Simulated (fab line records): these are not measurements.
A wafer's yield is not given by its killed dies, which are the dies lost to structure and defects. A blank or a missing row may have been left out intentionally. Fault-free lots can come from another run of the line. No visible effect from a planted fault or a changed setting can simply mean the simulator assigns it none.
Lot-split experiment / flow berkeley-cmos170 / 23 wafers read from 5 lots, route of 331 steps

## ABOUT THE SPLIT
At UCB170_FIELD_OXIDATION_01 (target thk 558.3 nm, ox time 7200 s), the setting temp-c was moved away from the recipe's 1000 C on 20 of the 23 wafers read, by -2.4% to +1.6%. For the rest of the wafers, this setting stayed at what the recipe calls for.

Between the split and the reading, the file records no step.

## THE READING
FIELD_OXIDE_THK at UCB170_FIELD_THK_MEAS_02, in nm. On this fab line, fault-free wafers typically give 568 nm with a standard deviation of 11 nm.

wafer=L076.1; tool, chamber at the split=-, -; temp-c as run, C=978.2; against the recipe=-2.2%; FIELD_OXIDE_THK, nm=495; against lot-mates on the recipe=no lot-mate on the recipe
wafer=L076.2; tool, chamber at the split=-, -; temp-c as run, C=978.2; against the recipe=-2.2%; FIELD_OXIDE_THK, nm=486; against lot-mates on the recipe=no lot-mate on the recipe
wafer=L076.3; tool, chamber at the split=-, -; temp-c as run, C=978.2; against the recipe=-2.2%; FIELD_OXIDE_THK, nm=493; against lot-mates on the recipe=no lot-mate on the recipe
wafer=L076.4; tool, chamber at the split=-, -; temp-c as run, C=978.2; against the recipe=-2.2%; FIELD_OXIDE_THK, nm=482; against lot-mates on the recipe=no lot-mate on the recipe
wafer=L076.5; tool, chamber at the split=-, -; temp-c as run, C=978.2; against the recipe=-2.2%; FIELD_OXIDE_THK, nm=489; against lot-mates on the recipe=no lot-mate on the recipe
wafer=L078.1; tool, chamber at the split=furnace-04, 0; temp-c as run, C=1000; against the recipe=recipe; FIELD_OXIDE_THK, nm=547; against lot-mates on the recipe=-
wafer=L078.3; tool, chamber at the split=furnace-04, 0; temp-c as run, C=1000; against the recipe=recipe; FIELD_OXIDE_THK, nm=556; against lot-mates on the recipe=-
wafer=L078.6; tool, chamber at the split=furnace-04, 0; temp-c as run, C=1000; against the recipe=recipe; FIELD_OXIDE_THK, nm=545; against lot-mates on the recipe=-
wafer=L079.1; tool, chamber at the split=-, -; temp-c as run, C=984.2; against the recipe=-1.6%; FIELD_OXIDE_THK, nm=515; against lot-mates on the recipe=no lot-mate on the recipe
wafer=L079.3; tool, chamber at the split=-, -; temp-c as run, C=984.2; against the recipe=-1.6%; FIELD_OXIDE_THK, nm=516; against lot-mates on the recipe=no lot-mate on the recipe
wafer=L079.4; tool, chamber at the split=-, -; temp-c as run, C=984.2; against the recipe=-1.6%; FIELD_OXIDE_THK, nm=503; against lot-mates on the recipe=no lot-mate on the recipe
wafer=L079.5; tool, chamber at the split=-, -; temp-c as run, C=984.2; against the recipe=-1.6%; FIELD_OXIDE_THK, nm=508; against lot-mates on the recipe=no lot-mate on the recipe
wafer=L079.6; tool, chamber at the split=-, -; temp-c as run, C=984.2; against the recipe=-1.6%; FIELD_OXIDE_THK, nm=512; against lot-mates on the recipe=no lot-mate on the recipe
wafer=L082.1; tool, chamber at the split=-, -; temp-c as run, C=1016; against the recipe=+1.6%; FIELD_OXIDE_THK, nm=622; against lot-mates on the recipe=no lot-mate on the recipe
wafer=L082.2; tool, chamber at the split=-, -; temp-c as run, C=1016; against the recipe=+1.6%; FIELD_OXIDE_THK, nm=638; against lot-mates on the recipe=no lot-mate on the recipe
wafer=L082.3; tool, chamber at the split=-, -; temp-c as run, C=1016; against the recipe=+1.6%; FIELD_OXIDE_THK, nm=630; against lot-mates on the recipe=no lot-mate on the recipe
wafer=L082.4; tool, chamber at the split=-, -; temp-c as run, C=1016; against the recipe=+1.6%; FIELD_OXIDE_THK, nm=626; against lot-mates on the recipe=no lot-mate on the recipe
wafer=L082.5; tool, chamber at the split=-, -; temp-c as run, C=1016; against the recipe=+1.6%; FIELD_OXIDE_THK, nm=628; against lot-mates on the recipe=no lot-mate on the recipe
wafer=L085.1; tool, chamber at the split=-, -; temp-c as run, C=975.7; against the recipe=-2.4%; FIELD_OXIDE_THK, nm=495; against lot-mates on the recipe=no lot-mate on the recipe
wafer=L085.2; tool, chamber at the split=-, -; temp-c as run, C=975.7; against the recipe=-2.4%; FIELD_OXIDE_THK, nm=496; against lot-mates on the recipe=no lot-mate on the recipe
wafer=L085.3; tool, chamber at the split=-, -; temp-c as run, C=975.7; against the recipe=-2.4%; FIELD_OXIDE_THK, nm=490; against lot-mates on the recipe=no lot-mate on the recipe
wafer=L085.4; tool, chamber at the split=-, -; temp-c as run, C=975.7; against the recipe=-2.4%; FIELD_OXIDE_THK, nm=486; against lot-mates on the recipe=no lot-mate on the recipe
wafer=L085.5; tool, chamber at the split=-, -; temp-c as run, C=975.7; against the recipe=-2.4%; FIELD_OXIDE_THK, nm=502; against lot-mates on the recipe=no lot-mate on the recipe

FIT RESULTS
A straight line over all 23 wafers: FIELD_OXIDE_THK changes by +34.1 nm for each +1% of temp-c; r = +0.98; the points scatter about the line by 11 nm.
Too few moved wafers have a lot-mate on the recipe to fit a line with each lot's own level taken away.

## THE WHOLE CHAIN: every reading that the file lists as answering this split, in the file's order
step=UCB170_FIELD_OXIDATION_01; what it does=target thk 558.3 nm, ox time 7200 s; reading=SiO2_of_FIELD_OXIDATION_01.thk-nm (the simulator's own value, which no gauge read); change (the file's fit)=+34.1 nm for each +1% of the setting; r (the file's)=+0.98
step=UCB170_FIELD_THK_MEAS_02; what it does=; reading=FIELD_OXIDE_THK; change (the file's fit)=+34.1 for each +1% of the setting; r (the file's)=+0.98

## THE FILE'S OWN FIT
FIELD_OXIDE_THK changes by +34.1 nm for each +1% of temp-c, r = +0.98.
